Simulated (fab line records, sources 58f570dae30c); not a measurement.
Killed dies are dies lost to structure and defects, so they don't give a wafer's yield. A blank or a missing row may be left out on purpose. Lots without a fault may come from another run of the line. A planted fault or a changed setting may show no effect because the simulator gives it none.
Problem report in the 8D (eight disciplines) form, filled by code | flow berkeley_cmos170 | the parts of the form that need people (team, actions taken, sign-off) are left out

1. THE PROBLEM
oes_product_au at UCB170_M3_ETCH_17 reads a mean of 1.271 a.u. on 6 wafers of 2 lots; wafers without a fault read 1.003 a.u. with a standard deviation of 0.018. That is +15 standard deviations from the usual mean.
The step: etches BARC in N2/H2.
First seen on wafer L841.1, day 10 23:32, on rie_diel-04. The record holds 42 wafers of 14 lots with a number at this step. Rule for "out", or "out of limits": more than 4 standard deviations from the usual mean. The other wafers with a number count as sound.

2. WHAT IT IS AND WHAT IT IS NOT
question                    | is                     | is not
which readings at this step | oes_product_au         | bias_w, drypump_motor_current_A
which lots                  | L841, L845             | L836, L837, L838, L842, L848, L849, L851, L853, L854, L855, L856, L857
which wafers of those lots  | all that have a number | -
read on which tools         | rie_diel-04            | rie_diel-01, rie_diel-03
when                        | from day 10 23:32      | up to then (12 sound wafers); but 24 sound wafers of L848, L849, L851, L853, L854, L855, L856, L857 came after

3. SUSPECTS, AND WHAT RULES EACH OUT
Counting: a tool at a process step up to the reading stays a suspect if it ran every lot that is out and no sound lot after the first of them.
- rie_diel-04 at UCB170_M3_ETCH_17 (etches BARC in N2/H2): ruled out as a lasting fault. Sound lots L854 ran on it after its first lot that is out, L841 (day 10 23:32).
Left after counting: nothing in the record.

4. THE CAUSE (what the simulator had put in)
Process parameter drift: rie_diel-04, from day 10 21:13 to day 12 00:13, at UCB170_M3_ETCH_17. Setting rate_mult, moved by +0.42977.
Counting ruled it out, wrongly.

5. THE CHAIN OF EFFECTS, in route order
Each row: a reading whose mean over the struck wafers that have a number lies more than 3 standard deviations from the usual. Only readings for which the record gives a usual standard deviation are gone through. hours: the time from each lot's start at the first step in this table that gives one to its start at this step, as a median over the lots. sigmas: the change in usual standard deviations.
hours | step              | reading        | usual      | on struck wafers | change | sigmas
0     | UCB170_M3_ETCH_17 | oes_product_au | 1.003 a.u. | 1.271            | +0.268 | +15
The process steps in it:
- UCB170_M3_ETCH_17: etches BARC in N2/H2.

6. WHAT WOULD HAVE CAUGHT IT SOONER
In this record the first reading out of limits was taken at day 10 23:32, 2 hours after the fault began at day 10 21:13.
